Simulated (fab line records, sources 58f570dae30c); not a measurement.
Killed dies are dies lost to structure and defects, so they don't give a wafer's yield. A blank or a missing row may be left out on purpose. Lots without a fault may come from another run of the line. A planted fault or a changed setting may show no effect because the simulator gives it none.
Tool commonality check | flow berkeley_cmos170 | 14 lots, 42 wafers sampled

WHY IT WAS OPENED
At UCB170_PFIELD_TW_MEAS_09 the reading PFIELD_TW is flagged on 2 of 14 lots. Wafers without a fault read 597, standard deviation 6.
Rule: a lot is flagged when every wafer of it that has a number lies more than 4 standard deviations from that mean, or none has a number. The other lots count as sound.

lot  | measured     | on            | PFIELD_TW, wafer by wafer | flag
L628 | day 5 05:07  | film_metro-03 | 604 601 600               |
L629 | day 5 10:22  | film_metro-02 | 601 602 600               |
L632 | day 5 20:56  | film_metro-01 | 589 593 592               |
L636 | day 6 05:18  | film_metro-01 | 589 590 589               |
L633 | day 6 05:21  | film_metro-03 | 604 604 604               |
L637 | day 7 01:07  | film_metro-01 | 590 591 593               |
L640 | day 7 13:32  | film_metro-01 | 592 590 592               |
L639 | day 7 14:07  | film_metro-03 | 605 603 605               |
L642 | day 7 21:27  | film_metro-03 | 606 603 608               |
L646 | day 8 18:59  | film_metro-02 | 646 650 655               | FLAGGED
L644 | day 8 19:32  | film_metro-01 | 593 593 589               |
L647 | day 8 22:08  | film_metro-03 | 596 598 601               |
L648 | day 8 22:20  | film_metro-02 | 655 651 653               | FLAGGED
L651 | day 10 03:19 | film_metro-01 | 588 589 587               |
The numbers of the flagged lots are 652 on average: +55 against the usual, or +9 standard deviations.

WHICH TOOL RAN EACH LOT
The record holds 1 process step before the reading, out of a route of 331 steps. In each cell: the tool, then ch and the chambers that the sampled wafers went through, then the start.
lot  | flag    | UCB170_PFIELD_IMPLANT_07
L628 |         | implanter-02 ch 0, day 5 04:53
L629 |         | implanter-01 ch 0, day 5 10:07
L632 |         | implanter-02 ch 0, day 5 20:43
L636 |         | implanter-03 ch 0, day 6 05:04
L633 |         | implanter-02 ch 0, day 6 05:06
L637 |         | implanter-03 ch 0, day 7 00:53
L640 |         | implanter-03 ch 0, day 7 13:17
L639 |         | implanter-02 ch 0, day 7 13:53
L642 |         | implanter-03 ch 0, day 7 21:13
L646 | FLAGGED | implanter-03 ch 0, day 8 18:44
L644 |         | implanter-01 ch 0, day 8 19:18
L647 |         | implanter-02 ch 0, day 8 21:54
L648 | FLAGGED | implanter-03 ch 0, day 8 22:06
L651 |         | implanter-01 ch 0, day 10 03:04
What these steps do:
- UCB170_PFIELD_IMPLANT_07
- UCB170_PFIELD_TW_MEAS_09

FLAGGED OVER TOTAL, TOOL BY TOOL (the gauges that took the reading come last)
step                     | tool          | lots run | flagged | share of the flagged lots | sound lots run after its first flagged lot
UCB170_PFIELD_IMPLANT_07 | implanter-01  | 3        | 0       | none                      | -
UCB170_PFIELD_IMPLANT_07 | implanter-02  | 5        | 0       | none                      | -
UCB170_PFIELD_IMPLANT_07 | implanter-03  | 6        | 2       | all                       | 0
UCB170_PFIELD_TW_MEAS_09 | film_metro-01 | 6        | 0       | none                      | -
UCB170_PFIELD_TW_MEAS_09 | film_metro-02 | 3        | 2       | all                       | 0
UCB170_PFIELD_TW_MEAS_09 | film_metro-03 | 5        | 0       | none                      | -

WHAT THE TABLE ALLOWS
2 rows of the table ran every flagged lot: implanter-03 at UCB170_PFIELD_IMPLANT_07, film_metro-02 at UCB170_PFIELD_TW_MEAS_09.
- implanter-03 at UCB170_PFIELD_IMPLANT_07: 2 of its 6 lots flagged. Its last sound lot is L642 (day 7 21:13), its first flagged lot L646 (day 8 18:44): a fault that began between those two fits. Its own readings lie more than 4 standard deviations out on every wafer of the flagged lots: dose_ions_cm2, faraday_current_uA.
- film_metro-02 at UCB170_PFIELD_TW_MEAS_09: 2 of its 3 lots flagged. Its last sound lot is L629 (day 5 10:22), its first flagged lot L646 (day 8 18:59): a fault that began between those two fits.
Counting lots can't tell these 2 tools apart, because each fits a fault that began at some hour. More lots, or a look at what each step does to the wafer, might.

WHAT THE SIMULATOR HAD PUT IN
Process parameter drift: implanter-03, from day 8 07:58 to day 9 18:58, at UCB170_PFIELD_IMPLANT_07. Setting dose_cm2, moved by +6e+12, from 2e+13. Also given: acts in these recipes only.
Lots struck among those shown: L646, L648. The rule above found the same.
